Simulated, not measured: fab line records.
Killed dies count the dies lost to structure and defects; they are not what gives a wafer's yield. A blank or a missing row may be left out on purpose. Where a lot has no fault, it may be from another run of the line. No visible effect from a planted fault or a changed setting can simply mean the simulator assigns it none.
Which of the tools did it? ; flow berkeleyCmos170 ; 15 lots with 45 wafers sampled at 3 steps, on a route of 331 steps

== WHAT EACH GAUGE READ, for each wafer ==
UCB170_V1_CD_MEAS_12: target cd 700 nm.
lot;measured;on;cdNm (nm)
L859;day 8 14:37;cdSem-01;702.7 703.7 700.9
L858;day 8 17:22;cdSem-02;699.2 699.5 699.6
L865;day 9 14:37;cdSem-01;702.0 701.2 702.6
L864;day 9 18:32;cdSem-01;699.4 700.6 698.3
L860;day 9 20:41;cdSem-02;703.8 702.8 703.9
L863;day 9 20:55;cdSem-02;700.0 699.7 699.4
L866;day 9 21:12;cdSem-01;701.0 700.7 700.8
L861;day 9 21:23;cdSem-01;699.3 699.7 698.5
L867;day 9 21:56;cdSem-01;698.6 698.9 699.4
L868;day 10 11:19;cdSem-02;700.0 700.5 700.2
L870;day 10 23:01;cdSem-02;699.5 700.4 700.5
L872;day 11 00:17;cdSem-02;700.5 702.4 702.0
L880;day 12 11:02;cdSem-01;697.3 696.4 697.9
L879;day 12 12:44;cdSem-01;700.8 699.9 701.2
L881;day 12 14:01;cdSem-02;701.6 700.8 703.3

UCB170_M2_CD_MEAS_15: target cd 700 nm.
lot;measured;on;cdNm (nm)
L859;day 8 17:38;cdSem-02;699.7 698.7 700.9
L858;day 8 20:27;cdSem-01;698.5 699.8 697.9
L865;day 9 17:19;cdSem-01;701.6 701.6 700.3
L864;day 9 22:22;cdSem-01;698.4 697.6 697.5
L860;day 10 01:30;cdSem-02;700.3 701.6 700.9
L863;day 10 01:31;cdSem-01;701.4 699.9 699.9
L866;day 10 01:37;cdSem-02;701.4 698.7 698.8
L861;day 10 01:55;cdSem-01;703.1 701.2 700.9
L867;day 10 02:17;cdSem-01;700.5 701.5 699.6
L868;day 10 13:54;cdSem-02;700.9 700.0 701.9
L870;day 11 01:55;cdSem-02;696.0 696.5 694.4
L872;day 11 03:19;cdSem-01;699.2 699.7 699.7
L880;day 12 13:49;cdSem-02;698.0 698.4 699.2
L879;day 12 16:10;cdSem-01;698.7 700.5 699.6
L881;day 12 17:25;cdSem-02;701.5 701.0 699.9

UCB170_V2_CD_MEAS_12: target cd 700 nm.
lot;measured;on;cdNm (nm)
L859;day 8 21:17;cdSem-02;700.0 700.2 700.2
L858;day 9 01:52;cdSem-01;699.2 700.0 700.6
L865;day 9 21:47;cdSem-01;699.9 699.0 699.1
L864;day 10 02:31;cdSem-01;698.9 698.7 699.6
L860;day 10 05:14;cdSem-01;699.5 698.2 698.7
L863;day 10 05:41;cdSem-02;700.7 699.9 699.0
L866;day 10 05:45;cdSem-01;696.2 697.2 696.5
L861;day 10 05:59;cdSem-02;700.8 698.9 700.6
L867;day 10 06:01;cdSem-01;702.8 702.3 701.9
L868;day 10 17:25;cdSem-01;700.8 699.9 700.1
L870;day 11 04:29;cdSem-02;702.1 700.7 700.3
L872;day 11 05:49;cdSem-02;700.2 698.5 699.6
L880;day 12 16:32;cdSem-01;701.8 701.4 700.9
L879;day 12 19:00;cdSem-02;700.6 700.9 700.3
L881;day 12 20:04;cdSem-02;699.0 698.5 698.4

== WHICH TOOL RAN EACH LOT (tool, then ch and the chambers of the sampled wafers, then the start) ==
Record: no process step prior to these readings.

== WHAT THE TOOLS THEMSELVES READ (means of the sampled wafers that have a number; where no wafer has one, the mark that the record gives instead) ==
The record holds no such reading with a usual standard deviation.

== THE ANSWER, worked out from the rows above alone ==
Rule: what is usual is taken from the lots themselves. Put in order of their means at a reading, lots are off if they are a third of the lots or fewer, leave a main group of 4 or more, and stand apart from it by a gap of 3 or more times the standard deviation of the main group's means; of several such gaps the widest counts. If all means in a main group match to the digits the tables above print for the reading, that group is not used. A lot without any number at a reading at which 4 lots or more have one is off too. All remaining lots with rows at the step are treated as sound. First the gauges in route order, then the tools' own readings, where a lot's mean is used as printed above. At the first step where some lot is off, the reading lying furthest off is the one used; lots without a number count as furthest.
No lot is off on any of the readings shown, so nothing can be concluded from this.

== WHAT THE SIMULATOR HAD PUT IN ==
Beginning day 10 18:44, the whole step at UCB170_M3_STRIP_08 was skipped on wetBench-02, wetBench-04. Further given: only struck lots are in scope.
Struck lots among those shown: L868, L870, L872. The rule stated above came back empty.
